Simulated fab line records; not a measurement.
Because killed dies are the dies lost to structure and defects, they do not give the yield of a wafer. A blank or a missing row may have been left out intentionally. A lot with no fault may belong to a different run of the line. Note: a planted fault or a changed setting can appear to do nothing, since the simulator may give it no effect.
Which tool is to blame? -- flow berkeley-cmos170 -- 18 wafers from 6 lots sampled at 3 of the route's 331 steps

WHAT THE GAUGES SHOWED, per wafer
UCB170_PSD_CD_MEAS_06: the cd target is 1200 nm.
lot,measured,on,cd-nm (nm)
L761,day 6 08:30,cd-sem-02,1200.9 1201.4 1201.6
L763,day 7 00:49,cd-sem-02,1200.4 1201.6 1201.1
L767,day 7 18:07,cd-sem-01,1199.0 1198.6 1197.9
L768,day 7 17:32,cd-sem-01,1197.9 1197.3 1198.6
L766,day 7 18:41,cd-sem-01,1201.5 1201.0 1202.3
L774,day 9 07:15,cd-sem-01,- - -

WHICH TOOL RAN EACH LOT (tool, then ch and the chambers of the sampled wafers, then the start)
lot,UCB170_ACTIVE_ETCH_15,UCB170_PSD_EXPOSE_03
L761,"rie-diel-02 ch 0,2, day 4 07:22","krf-scanner-02 ch 0, day 6 08:06"
L763,"rie-diel-04 ch 0,1,3, day 4 14:29","krf-scanner-02 ch 0, day 6 23:56"
L767,"rie-diel-02 ch 0,1, day 5 17:35","krf-scanner-01 ch 0, day 7 17:26"
L768,"rie-diel-01 ch 0,1,3, day 5 17:56","krf-scanner-02 ch 0, day 7 16:31"
L766,"rie-diel-04 ch 0,1,2, day 5 18:32","krf-scanner-02 ch 0, day 7 17:49"
L774,"rie-diel-01 ch 0,2,3, day 6 21:59","krf-scanner-02 ch 0, day 9 06:52"
- UCB170_ACTIVE_ETCH_15: etches Si3N4 in CH3F/Ar/O2, stops on SiO2, target depth 242 nm, time 151 s.
- UCB170_PSD_EXPOSE_03: exposes mask PSELECT MOD, target cd 1200 nm.

THE ANSWER, worked out from the rows above alone
Rule: the lots themselves supply what counts as usual. Put in order of their means at a reading, lots are off if they are a third of the lots or fewer, leave a main group of 4 or more, and stand apart from it by a gap of 3 or more times the standard deviation of the main group's means; of several such gaps the widest counts. Not used: any main group whose means are identical at the precision the tables above print for the reading. Also off: a lot with no number at a reading for which 4 or more lots have one. The other lots that the step has rows for count as sound.
Off: L774 (UCB170_PSD_CD_MEAS_06, cd-nm). Without a number there: L774. Main group: mean 1200.1 nm, sd 1.5.
If a tool, at a process step before that reading, ran all the lots that are off and no sound lot after the first of them, it fits. Gauges at UCB170_PSD_CD_MEAS_06: tried the same way as those tools. Can't be told from this: 3 tools fit, rie-diel-01 at UCB170_ACTIVE_ETCH_15, krf-scanner-02 at UCB170_PSD_EXPOSE_03, cd-sem-01 at UCB170_PSD_CD_MEAS_06.

WHAT THE SIMULATOR HAD INSERTED
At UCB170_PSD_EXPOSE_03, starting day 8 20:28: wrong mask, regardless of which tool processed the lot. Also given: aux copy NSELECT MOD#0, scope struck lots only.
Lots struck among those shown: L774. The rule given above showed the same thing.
